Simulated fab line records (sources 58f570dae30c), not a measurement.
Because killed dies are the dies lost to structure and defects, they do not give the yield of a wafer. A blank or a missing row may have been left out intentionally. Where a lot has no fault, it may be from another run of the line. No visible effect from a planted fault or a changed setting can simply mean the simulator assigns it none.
Matching of chambers / flow berkeleyCmos170 / UCB170_CONTACT_ETCH_17 on rieDiel-03: 4 sister chambers
The step etches BARC in N2/H2. 4 wafers are shown with their chamber, then 7 later ones without.

## WAFERS, EACH WITH ITS CHAMBER
wafer=L284.1; chamber=1; throttleValvePct (%)=13.47
wafer=L284.6; chamber=0; throttleValvePct (%)=13.01
wafer=L285.1; chamber=3; throttleValvePct (%)=13.32
wafer=L285.2; chamber=2; throttleValvePct (%)=13.22

## WAFERS WHOSE CHAMBER IS MISSING
wafer=L285.4; throttleValvePct (%)=13.49
wafer=L288.1; throttleValvePct (%)=13.48
wafer=L288.4; throttleValvePct (%)=13.22
wafer=L288.5; throttleValvePct (%)=13.01
wafer=L291.3; throttleValvePct (%)=13.22
wafer=L291.5; throttleValvePct (%)=13.23
wafer=L291.6; throttleValvePct (%)=13.32

## THE CHAMBER EACH PASSED THROUGH
wafer=L285.4; from the rows above=1; in truth=1
wafer=L288.1; from the rows above=1; in truth=1
wafer=L288.4; from the rows above=2; in truth=2
wafer=L288.5; from the rows above=0; in truth=0
wafer=L291.3; from the rows above=2; in truth=2
wafer=L291.5; from the rows above=2; in truth=2
wafer=L291.6; from the rows above=3; in truth=3
Correct placement for 7 of the 7. From these rows, 0 cannot be placed. Wrongly placed: 0.
How it was worked out, from the rows above alone: a wafer's distance from a chamber is the root of the sum, over the readings, of the square of ((its reading less the chamber's mean) divided by the reading's scatter). The wafer belongs to the nearest chamber; if the next one is less than 2 further off, it can't be placed. Each chamber's mean is taken over the wafers shown for it. The scatter: with one shown wafer a chamber, the root of the mean of the squares of how far each hidden wafer lies from its nearest shown one.
